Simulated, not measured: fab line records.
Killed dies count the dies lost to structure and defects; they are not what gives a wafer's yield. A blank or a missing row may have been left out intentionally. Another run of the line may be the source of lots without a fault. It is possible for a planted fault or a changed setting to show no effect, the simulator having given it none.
Struck lot and sound lot, side by side + flow berkeleyCmos170 + 28 steps out of a route of 331
Sound: the wafers L244.1, L244.3, L244.4. Struck: wafers L247.1, L247.2, L247.6. At the end, the cause is stated.
For every step that has rows: the tool of each side, followed by ch and its chambers, followed by its first start. Under that, the readings that differ: sound wafers + struck wafers + difference of the means + sigmas: that difference in standard deviations of wafers without a fault.
alike: readings with means less than 2 such deviations apart, plus words and numbers identical on both sides. not compared: withheld readings, readings lacking a value on some wafer, bounds such as >300 that could conceal the same value, and numbers that have no deviation in the record and whose values overlap.
A row with sigmas, a row that says differs or no value, or rows on one side alone: a step with any of these is where the two part. When numbers do not overlap yet have no deviation, they are printed without sigmas and do not part them. A reading missing from all wafers of one side parts the sides only when that side holds two or more wafers.

UCB170_GATE_CD_MEAS_90 targets a cd of 350 nm.
  sound on cdSem-01, day 8 18:22; struck on cdSem-01, day 9 13:13
  alike: cdNm
then, 7 steps without rows for these wafers: UCB170_GATE_CLEAN_17 (cleans in SPM, time 600 s); UCB170_PLDD_HMDS_00 (prime time 60 s); UCB170_PLDD_COAT_01 (resist thk 900 nm); UCB170_PLDD_SOFTBAKE_02 (time 60 s); UCB170_PLDD_EXPOSE_03 (exposes mask PSELECT, target cd 1200 nm); UCB170_PLDD_PEB_04; UCB170_PLDD_DEVELOP_05 (develop time 45 s).
UCB170_PLDD_CD_MEAS_06 targets a cd of 1200 nm.
  sound on cdSem-01, day 8 20:00; struck on cdSem-01, day 9 14:28
| reading   | sound                | struck               | difference | sigmas |
|-----------|----------------------|----------------------|------------|--------|
| cdNm (nm) | 1197.2 1198.0 1199.0 | 1201.7 1200.9 1200.9 | +3.1       | +2     |
UCB170_PLDD_OVL_MEAS_07:
  sound on overlay-01, day 8 20:07; struck on overlay-01, day 9 14:35
  alike: PLDD_OVL
then, 2 steps without rows for these wafers: UCB170_PLDD_IMPLANT_08; UCB170_PLDD_IMPLANT_09.
UCB170_PLDD_STRIP_10: strips in O2.
  sound on plasmaAsher-04 ch 0,1, day 8 20:28; struck on plasmaAsher-04 ch 0,1, day 9 14:56
  no value came back on the struck wafers for any of 6 readings (chamberPressureMTorr (mTorr), drypumpMotorCurrentA (A) and others); on the sound wafers chamberPressureMTorr (mTorr) reads 3499.6 3502.4 3498.8
| reading                              | sound | struck            | difference | sigmas |
|--------------------------------------|-------|-------------------|------------|--------|
| model.KrF_of_PLDD_COAT_01.thkNm (nm) | 0 0 0 | 883.4 886.2 885.6 | +885.1     |        |
  not compared: rfHoursCounterH
UCB170_PLDD_TW_MEAS_11:
  sound on filmMetro-04, day 8 20:34; struck on filmMetro-03, day 9 15:02
| reading | sound          | struck      | difference | sigmas |
|---------|----------------|-------------|------------|--------|
| PLDD_TW | 1017 1014 1013 | 992 997 991 | -21        | -2     |
then, 7 steps without rows for these wafers: UCB170_PLDD_CLEAN_12 (cleans in SPM, time 600 s); UCB170_NLDD_HMDS_00 (prime time 60 s); UCB170_NLDD_COAT_01 (resist thk 900 nm); UCB170_NLDD_SOFTBAKE_02 (time 60 s); UCB170_NLDD_EXPOSE_03 (exposes mask NSELECT, target cd 1200 nm); UCB170_NLDD_PEB_04; UCB170_NLDD_DEVELOP_05 (develop time 45 s).
UCB170_NLDD_CD_MEAS_06 targets a cd of 1200 nm.
  sound on cdSem-02, day 8 22:54; struck on cdSem-01, day 9 16:26
  alike: cdNm
UCB170_NLDD_OVL_MEAS_07:
  sound on overlay-02, day 8 23:01; struck on overlay-02, day 9 16:34
  alike: NLDD_OVL
then, 2 steps without rows for these wafers: UCB170_NLDD_IMPLANT_08; UCB170_NLDD_IMPLANT_09.
UCB170_NLDD_STRIP_10: strips in O2.
  sound on plasmaAsher-04 ch 0,1, day 8 23:22; struck on plasmaAsher-02 ch 0,1, day 9 16:53
| reading                  | sound             | struck            | difference | sigmas      |
|--------------------------|-------------------|-------------------|------------|-------------|
| stripTimeToEndpointS (s) | 21.68 21.74 21.73 | 47.82 47.89 47.91 | +26.16     | +99 or more |
  alike: chamberPressureMTorr, drypumpMotorCurrentA, o2FlowSccm, oesProductAu
  not compared: rfHoursCounterH
UCB170_NLDD_TW_MEAS_11:
  sound on filmMetro-03, day 8 23:28; struck on filmMetro-03, day 9 16:59
| reading | sound          | struck   | difference | sigmas |
|---------|----------------|----------|------------|--------|
| NLDD_TW | 2174 2183 2188 | 29 29 29 | -2153      | -98    |
then, 1 step without rows for these wafers: UCB170_NLDD_CLEAN_12 (cleans in SPM, time 600 s).

== WHERE THEY PART ==
At UCB170_PLDD_CD_MEAS_06 first; at UCB170_NLDD_TW_MEAS_11 last (within this record only).

WHY: the cause the simulator had injected
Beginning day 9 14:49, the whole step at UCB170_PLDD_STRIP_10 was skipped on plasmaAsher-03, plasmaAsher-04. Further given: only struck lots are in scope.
